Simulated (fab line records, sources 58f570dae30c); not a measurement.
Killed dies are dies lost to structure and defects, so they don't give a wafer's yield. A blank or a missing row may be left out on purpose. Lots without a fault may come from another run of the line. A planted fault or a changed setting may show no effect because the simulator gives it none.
Tool commonality check | flow berkeley_cmos170 | 14 lots, 48 wafers sampled

WHY IT WAS OPENED
At UCB170_PFIELD_TW_MEAS_09 the reading PFIELD_TW is flagged on 2 of 14 lots. Wafers without a fault read 598, standard deviation 3.
Rule: a lot is flagged when every wafer of it that has a number lies more than 4 standard deviations from that mean, or none has a number. The other lots count as sound.

lot  | measured    | on            | PFIELD_TW, wafer by wafer | flag
L934 | day 4 13:39 | film_metro-04 | 602 605 602               |
L935 | day 4 16:49 | film_metro-02 | 597 594 591               |
L936 | day 4 20:05 | film_metro-02 | 597 596 598               |
L937 | day 5 03:39 | film_metro-02 | 598 598 596               |
L939 | day 5 18:47 | film_metro-02 | 597 600 599               |
L942 | day 6 13:47 | film_metro-04 | 600 601 602               |
L944 | day 6 18:08 | film_metro-02 | 595 596 595               |
L948 | day 7 06:35 | film_metro-04 | 601 602 602               |
L951 | day 8 01:50 | film_metro-01 | 596 595 599               |
L952 | day 8 02:14 | film_metro-02 | 492 491 496 494 492 494   | FLAGGED
L953 | day 8 12:02 | film_metro-01 | 495 493 491 492 490 493   | FLAGGED
L956 | day 8 18:40 | film_metro-01 | 598 596 597               |
L955 | day 8 19:07 | film_metro-04 | 598 597 597               |
L957 | day 8 19:13 | film_metro-01 | 597 593 600               |
The numbers of the flagged lots are 493 on average: -105 against the usual, or -35 standard deviations.

WHICH TOOL RAN EACH LOT
The record holds 1 process step before the reading, out of a route of 331 steps. In each cell: the tool, then ch and the chambers that the sampled wafers went through, then the start.
lot  | flag    | UCB170_PFIELD_IMPLANT_07
L934 |         | implanter-04 ch 0, day 4 13:26
L935 |         | implanter-03 ch 0, day 4 16:34
L936 |         | implanter-02 ch 0, day 4 19:50
L937 |         | implanter-03 ch 0, day 5 03:25
L939 |         | implanter-02 ch 0, day 5 18:32
L942 |         | implanter-04 ch 0, day 6 13:32
L944 |         | implanter-04 ch 0, day 6 17:53
L948 |         | implanter-02 ch 0, day 7 06:20
L951 |         | implanter-04 ch 0, day 8 01:35
L952 | FLAGGED | implanter-03 ch 0, day 8 02:01
L953 | FLAGGED | implanter-03 ch 0, day 8 11:48
L956 |         | implanter-02 ch 0, day 8 18:25
L955 |         | implanter-02 ch 0, day 8 18:52
L957 |         | implanter-04 ch 0, day 8 18:58
What these steps do:
- UCB170_PFIELD_IMPLANT_07
- UCB170_PFIELD_TW_MEAS_09

FLAGGED OVER TOTAL, TOOL BY TOOL (the gauges that took the reading come last)
step                     | tool          | lots run | flagged | share of the flagged lots | sound lots run after its first flagged lot
UCB170_PFIELD_IMPLANT_07 | implanter-02  | 5        | 0       | none                      | -
UCB170_PFIELD_IMPLANT_07 | implanter-03  | 4        | 2       | all                       | 0
UCB170_PFIELD_IMPLANT_07 | implanter-04  | 5        | 0       | none                      | -
UCB170_PFIELD_TW_MEAS_09 | film_metro-01 | 4        | 1       | some                      | 2 (L956,L957)
UCB170_PFIELD_TW_MEAS_09 | film_metro-02 | 6        | 1       | some                      | 0
UCB170_PFIELD_TW_MEAS_09 | film_metro-04 | 4        | 0       | none                      | -

WHAT THE TABLE ALLOWS
1 row of the table ran every flagged lot: implanter-03 at UCB170_PFIELD_IMPLANT_07.
- implanter-03 at UCB170_PFIELD_IMPLANT_07: 2 of its 4 lots flagged. Its last sound lot is L937 (day 5 03:25), its first flagged lot L952 (day 8 02:01): a fault that began between those two fits. Its own readings lie more than 4 standard deviations out on every wafer of the flagged lots: dose_ions_cm2, faraday_current_uA.
One tool is left: implanter-03 at UCB170_PFIELD_IMPLANT_07.

WHAT THE SIMULATOR HAD PUT IN
Process parameter drift: implanter-03, from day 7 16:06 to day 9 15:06, at UCB170_PFIELD_IMPLANT_07. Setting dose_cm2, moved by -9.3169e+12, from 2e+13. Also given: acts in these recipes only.
Lots struck among those shown: L952, L953. The rule above found the same.
